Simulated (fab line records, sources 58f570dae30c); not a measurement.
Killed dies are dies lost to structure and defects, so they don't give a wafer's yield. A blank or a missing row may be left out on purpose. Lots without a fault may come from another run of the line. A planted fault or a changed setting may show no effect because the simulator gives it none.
One fault seen from 2 desks | flow berkeley_cmos170 | each desk has only its own numbers; what lay behind them comes last

THE TOOL OWNER'S DESK: rie_metal-03
The tool's own readings at UCB170_M1_METAL_ETCH_12 (etches Al in Cl2/BCl3, stops on PSG, target depth 780 nm, time 130 s): means of the sampled wafers that have a number, for each lot that ran on this tool. A lot is out of limits, marked OUT, if its mean lies more than 4 standard deviations from the usual mean; the brackets give that distance.
Columns: A = drypump_motor_current_A at UCB170_M1_METAL_ETCH_12, usual 5.6 A; B = oes_product_au at UCB170_M1_METAL_ETCH_12, usual 0.848 a.u.; C = throttle_valve_pct at UCB170_M1_METAL_ETCH_12, usual 24.43 %
lot  | first seen here | A   | B     | C
L553 | day 8 03:46     | 6.0 | 0.847 | 24.14
L554 | day 8 14:14     | 6.0 | 0.841 | 24.15
L560 | day 9 07:01     | 6.0 | 0.845 | 24.15
L561 | day 10 00:38    | 6.0 | 0.839 | 24.15
L567 | day 10 18:50    | 6.0 | 0.846 | 24.14
L571 | day 11 13:02    | 6.0 | 0.844 | 24.14
This desk's finding: nothing out of limits on any of the 6 lots.

THE METROLOGY DESK
What the gauges read, lot by lot, whatever tool the lot ran on: means of the sampled wafers that have a number. A lot is out of limits, marked OUT, if its mean lies more than 4 standard deviations from the usual mean; the brackets give that distance.
Columns: A = cd_nm at UCB170_M3_CD_MEAS_15, usual 700.0 nm
lot  | first seen here | A
L551 | day 8 05:14     | 699.4
L552 | day 8 17:34     | 700.0
L553 | day 8 18:09     | 698.3
L554 | day 9 07:29     | 698.6
L556 | day 9 07:44     | 701.7
L555 | day 9 07:58     | 698.2
L559 | day 10 03:12    | 701.5
L560 | day 10 03:56    | 701.0
L558 | day 10 04:55    | 702.2
L561 | day 10 23:01    | 698.4
L566 | day 11 08:55    | 699.8
L567 | day 11 10:19    | 701.7
L571 | day 12 03:43    | 699.3
L572 | day 12 05:13    | 702.2
This desk's finding: nothing out of limits on any of the 14 lots.

PUT TOGETHER
The tool owner's desk saw nothing out of limits.
The metrology desk saw nothing out of limits.

WHAT THE SIMULATOR HAD PUT IN
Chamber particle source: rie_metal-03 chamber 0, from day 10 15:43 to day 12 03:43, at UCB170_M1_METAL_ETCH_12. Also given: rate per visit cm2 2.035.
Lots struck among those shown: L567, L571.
